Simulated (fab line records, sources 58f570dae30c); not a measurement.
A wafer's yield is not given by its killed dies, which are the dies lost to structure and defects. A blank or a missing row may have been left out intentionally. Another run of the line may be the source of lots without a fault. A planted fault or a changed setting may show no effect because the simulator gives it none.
Struck lot and sound lot, side by side -- flow berkeley-cmos170 -- 15 steps out of a route of 331
Sound: these wafers, L965.1, L965.2, L965.6. Wafers L963.2, L963.4, L963.5 were the ones struck. The cause is given at the end.
Each step with rows lists, per side, the tool, then ch with its chambers, then its first start. Under that, the readings that differ: sound wafers -- struck wafers -- difference of the means -- sigmas: that difference in standard deviations of wafers without a fault.
alike: readings whose means differ by less than 2 such deviations, and words and numbers that are the same on both sides. not compared: withheld readings, readings that some wafer has no value for, bounds like >300 that may hide the same value, and numbers for which the record gives no deviation and whose values overlap.
Wherever a step has rows on one side only, a row that says differs or no value, or a row with sigmas, the two part there. Numbers that have no deviation but don't overlap get no sigmas and don't part them. A reading that every wafer of one side lacks parts them only if that side has two wafers or more.

first, 6 steps without rows for these wafers: UCB170_NWELL_CLEAN_17 (cleans in SPM, time 600 s); UCB170_NWELL_WET_ETCH_18 (etches Si3N4 in H3PO4, time 14400 s); UCB170_NWELL_WET_ETCH_19 (etches SiO2 in BOE, time 22 s); UCB170_PWELL_CLEAN_00 (cleans in SPM, time 600 s); UCB170_PWELL_CLEAN_01 (cleans in dHF, time 60 s); UCB170_PWELL_OXIDATION_02 (target thk 26.4 nm, ox time 1260 s).
UCB170_PWELL_THK_MEAS_03:
  sound: film-metro-01 at day 5 10:48; struck: film-metro-04 at day 4 22:34
  alike: PWELL_OXIDE_THK
then, 2 steps without rows for these wafers: UCB170_PWELL_ANNEAL_04 (time 900 s); UCB170_PWELL_CVD_05 (deposits Si3N4 from SiH2Cl2/NH3, target thk 220 nm, time 3300 s).
UCB170_PWELL_THK_MEAS_06:
  sound: film-metro-04 at day 5 15:19; struck: film-metro-01 at day 5 05:47
reading,sound,struck,difference,sigmas
PWELL_NITRIDE_THK (nm),218.4 216.9 218.1,221.6 223.3 223.1,+4.9,+2
then, 2 steps without rows for these wafers: UCB170_PWELL_HMDS_07 (prime time 60 s); UCB170_PWELL_COAT_08 (resist thk 900 nm).
UCB170_PWELL_SOFTBAKE_09: time 60 s.
  sound on litho-track-01 ch 0, day 5 15:46; struck on litho-track-04 ch 0, day 5 06:13
reading,sound,struck,difference,sigmas
heater-power-total-W (W),56.79 56.77 56.83,58.01 58.06 58.08,+1.25,+29
run-length-s (s),89.26 89.47 89.65,84.10 84.24 84.18,-5.29,-20
then, 2 steps without rows for these wafers: UCB170_PWELL_EXPOSE_10 (exposes mask PWELL, target cd 3000 nm); UCB170_M3_PROBE_99.

## WHERE THEY PART
Last at UCB170_PWELL_SOFTBAKE_09 as far as this record goes, first at UCB170_PWELL_THK_MEAS_06.

WHY: what had been put in by the simulator
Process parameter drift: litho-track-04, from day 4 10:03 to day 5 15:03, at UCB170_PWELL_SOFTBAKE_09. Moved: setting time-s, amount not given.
